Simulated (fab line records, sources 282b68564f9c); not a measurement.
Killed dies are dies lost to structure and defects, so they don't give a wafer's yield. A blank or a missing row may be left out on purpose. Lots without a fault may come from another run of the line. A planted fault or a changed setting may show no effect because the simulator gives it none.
A struck lot beside a sound one | flow rit_cmos | 19 steps out of a route of 202
Sound: wafers L981.1, L981.2, L981.3. Struck: wafers L992.2, L992.3, L992.5. The cause comes at the end.
At each step with rows: each side's tool, then ch and its chambers, then its first start. Under that, the readings that differ: sound wafers | struck wafers | difference of the means | sigmas: that difference in standard deviations of wafers without a fault.
alike: readings whose means differ by less than 2 such deviations, and words and numbers that are the same on both sides. not compared: withheld readings, readings that some wafer has no value for, bounds like >300 that may hide the same value, and numbers for which the record gives no deviation and whose values overlap.
The two part at a step that has a row with sigmas, a row that says differs or no value, or rows on one side only. Numbers that don't overlap but have no deviation are shown without sigmas and don't part them. A reading that every wafer of one side lacks parts them only if that side has two wafers or more.

first, 3 steps without rows for these wafers: RIT_GATE_CLEAN_02 (cleans in dHF, time 30 s); RIT_GATE_CLEAN_03 (cleans in SC2, time 600 s); RIT_GATE_CLEAN_04 (cleans in dHF, time 60 s).
RIT_FOX2_THK_MEAS_91:
  sound on film_metro-04, day 2 07:55; struck on film_metro-01, day 4 17:47
  alike: FIELD_OXIDE_LEFT_2_THK
then, 2 steps without rows for these wafers: RIT_GATE_OXIDATION_05 (target thk 3 nm, ox time 270 s); RIT_GATE_ANNEAL_06 (time 600 s).
RIT_GATE_THK_MEAS_07:
  sound on film_metro-01, day 2 09:18; struck on film_metro-01, day 4 22:50
  alike: GATE_OXIDE_THK
then, 1 step without rows for these wafers: RIT_GATE_CVD_08 (deposits poly-Si from SiH4, target thk 250 nm, time 2220 s).
RIT_GATE_THK_MEAS_09:
  sound on film_metro-04, day 2 10:59; struck on film_metro-01, day 5 00:31
  alike: GATE_POLY_THK
then, 3 steps without rows for these wafers: RIT_GATE_HMDS_10 (prime time 60 s); RIT_GATE_COAT_11 (resist thk 850 nm); RIT_GATE_SOFTBAKE_12 (time 60 s).
RIT_GATE_EXPOSE_13: exposes mask M6, target cd 150 nm.
  sound on iline_stepper-02 ch 0, day 2 11:29; struck on iline_stepper-02 ch 0, day 5 01:02
  reading                      | sound                | struck            | difference | sigmas
  model.GATE.overlay_x_nm (nm) | -1.685 -1.685 -1.685 | 5.814 5.814 5.814 | +7.499     |
  alike: mask
then, 2 steps without rows for these wafers: RIT_GATE_PEB_14; RIT_GATE_DEVELOP_15 (develop time 50 s).
RIT_GATE_CD_MEAS_16: target cd 150 nm.
  sound on cd_sem-01, day 2 11:53; struck on cd_sem-01, day 5 01:32
  alike: cd_nm
RIT_GATE_OVL_MEAS_17:
  sound on overlay-02, day 2 12:01; struck on overlay-02, day 5 01:39
  reading       | sound          | struck      | difference | sigmas
  GATE_OVL (nm) | -4.2 -1.8 -1.7 | 4.1 4.9 5.6 | +7.4       | +6
then, 1 step without rows for these wafers: RIT_GATE_HARDBAKE_18 (time 60 s).
RIT_M1_PROBE_99:
  sound on prober-01, day 3 09:48; struck on prober-02, day 5 22:43
  alike: killed_at_contacts, killed_at_front_end, killed_dies, killed_on_rim, killed_open, killed_short

WHERE THEY PART
Only at RIT_GATE_OVL_MEAS_17, within this record. Later steps at which nothing parts them and some readings are alike: RIT_M1_PROBE_99.

WHY: what the simulator had put in
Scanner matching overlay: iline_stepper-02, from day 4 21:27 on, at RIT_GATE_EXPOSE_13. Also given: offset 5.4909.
